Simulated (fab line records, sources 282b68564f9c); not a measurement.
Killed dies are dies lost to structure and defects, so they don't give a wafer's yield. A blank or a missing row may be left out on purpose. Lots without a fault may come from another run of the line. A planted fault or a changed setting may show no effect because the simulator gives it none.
Which tool did it? | flow rit_cmos | 14 lots, 42 wafers sampled, at 3 steps of a route of 202

WHAT THE GAUGES READ, wafer by wafer
RIT_NWELL_TW_MEAS_10.
lot  | measured    | on            | NWELL_TW
L221 | day 1 21:46 | film_metro-02 | 2120 2114 2112
L222 | day 2 05:15 | film_metro-04 | 2138 2152 2139
L224 | day 2 12:45 | film_metro-01 | 2173 2174 2178
L225 | day 2 17:07 | film_metro-01 | 2188 2166 2171
L226 | day 2 21:59 | film_metro-02 | 2124 2127 2129
L227 | day 3 03:41 | film_metro-01 | 2175 2166 2158
L230 | day 3 18:59 | film_metro-01 | 2175 2167 2169
L232 | day 4 04:02 | film_metro-01 | 2176 2172 2178
L233 | day 4 08:54 | film_metro-04 | 2167 2159 2161
L237 | day 5 04:58 | film_metro-04 | 2134 2135 2136
L238 | day 5 09:58 | film_metro-04 | 2150 2139 2143
L239 | day 5 21:11 | film_metro-04 | 1842 1846 1839
L241 | day 6 01:38 | film_metro-01 | 1860 1868 1869
L244 | day 6 17:35 | film_metro-04 | 2156 2152 2155

RIT_WELLDRIVE_RS_MEAS_01: measures by four-point-probe.
lot  | measured    | on            | NWELL_RS (ohm/sq)
L221 | day 2 05:34 | film_metro-01 | 275.8 276.4 275.7
L222 | day 2 11:58 | film_metro-04 | 276.2 275.6 275.9
L224 | day 2 19:34 | film_metro-02 | 276.5 275.8 275.7
L225 | day 2 23:56 | film_metro-04 | 275.0 274.2 274.8
L226 | day 3 05:03 | film_metro-02 | 275.6 275.9 274.9
L227 | day 3 10:31 | film_metro-02 | 273.9 274.9 275.0
L230 | day 4 01:44 | film_metro-02 | 275.5 274.5 275.0
L232 | day 4 10:44 | film_metro-02 | 275.5 275.2 274.8
L233 | day 4 15:50 | film_metro-01 | 274.6 274.0 273.7
L237 | day 5 12:22 | film_metro-02 | 276.6 275.6 276.5
L238 | day 5 17:24 | film_metro-02 | 275.2 275.2 275.1
L239 | day 6 04:01 | film_metro-04 | 369.7 367.4 369.0
L241 | day 6 10:41 | film_metro-04 | 368.6 368.4 368.1
L244 | day 7 00:19 | film_metro-04 | 274.6 273.0 273.6

WHICH TOOL RAN EACH LOT (tool, then ch and the chambers of the sampled wafers, then the start)
lot  | RIT_NWELL_IMPLANT_08
L221 | implanter-02 ch 0, day 1 21:29
L222 | implanter-03 ch 0, day 2 04:58
L224 | implanter-03 ch 0, day 2 12:26
L225 | implanter-03 ch 0, day 2 16:48
L226 | implanter-03 ch 0, day 2 21:41
L227 | implanter-03 ch 0, day 3 03:22
L230 | implanter-02 ch 0, day 3 18:40
L232 | implanter-01 ch 0, day 4 03:43
L233 | implanter-01 ch 0, day 4 08:35
L237 | implanter-03 ch 0, day 5 04:41
L238 | implanter-02 ch 0, day 5 09:39
L239 | implanter-03 ch 0, day 5 20:53
L241 | implanter-03 ch 0, day 6 01:19
L244 | implanter-02 ch 0, day 6 17:19
- RIT_NWELL_IMPLANT_08

WHAT THE TOOLS THEMSELVES READ (means of the sampled wafers that have a number; where no wafer has one, the mark that the record gives instead)
RIT_NWELL_IMPLANT_08.
lot  | tool         | dose_ions_cm2 | faraday_current_uA
L221 | implanter-02 | 4.992e+13     | 158
L222 | implanter-03 | 5.000e+13     | 159
L224 | implanter-03 | 5.004e+13     | 158
L225 | implanter-03 | 4.999e+13     | 159
L226 | implanter-03 | 5.005e+13     | 157
L227 | implanter-03 | 5.004e+13     | 157
L230 | implanter-02 | 4.998e+13     | 154
L232 | implanter-01 | 5.003e+13     | 158
L233 | implanter-01 | 5.009e+13     | 158
L237 | implanter-03 | 5.002e+13     | 158
L238 | implanter-02 | 4.998e+13     | 156
L239 | implanter-03 | 3.127e+13     | 100
L241 | implanter-03 | 3.127e+13     | 97
L244 | implanter-02 | 4.999e+13     | 158

THE ANSWER, worked out from the rows above alone
Rule: what is usual is taken from the lots themselves. Put in order of their means at a reading, lots are off if they are a third of the lots or fewer, leave a main group of 4 or more, and stand apart from it by a gap of 3 or more times the standard deviation of the main group's means; of several such gaps the widest counts. A main group whose means are all the same, to the digits that the tables above print for the reading, isn't used. A lot without any number at a reading at which 4 lots or more have one is off too. The other lots that the step has rows for count as sound. The gauges are gone through in route order, then the tools' own readings, and for those a lot's mean is taken as printed above. The first step at which some lot is off is used, and at that step the reading that is off furthest; a lot without a number counts as furthest.
Off: L239, L241, at RIT_NWELL_TW_MEAS_10 (NWELL_TW). The main group: mean 2154, standard deviation 20.
A tool fits if, at a process step before that reading, it ran every lot that is off, and no sound lot after the first of them. The gauges at RIT_NWELL_TW_MEAS_10 aren't tried: what is off there is off at RIT_NWELL_IMPLANT_08 too, on other tools, and a gauge's error can't cause that. One fits: implanter-03 at RIT_NWELL_IMPLANT_08. Its last sound lot is L237 (day 5 04:41), its first lot that is off L239 (day 5 20:53): a fault that began between those two fits.
The tool's own readings at RIT_NWELL_IMPLANT_08 bear it out: on the lots that are off they differ by more than 5 times the standard deviation of the sound lots' means. dose_ions_cm2 reads 3.127e+13 there against 5.001e+13 on the sound lots; faraday_current_uA reads 98 there against 158 on the sound lots.

WHAT THE SIMULATOR HAD PUT IN
Process parameter drift: implanter-03, from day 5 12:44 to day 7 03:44, at RIT_NWELL_IMPLANT_08. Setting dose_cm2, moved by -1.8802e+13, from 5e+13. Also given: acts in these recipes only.
Lots struck among those shown: L239, L241. The rule above found the same.
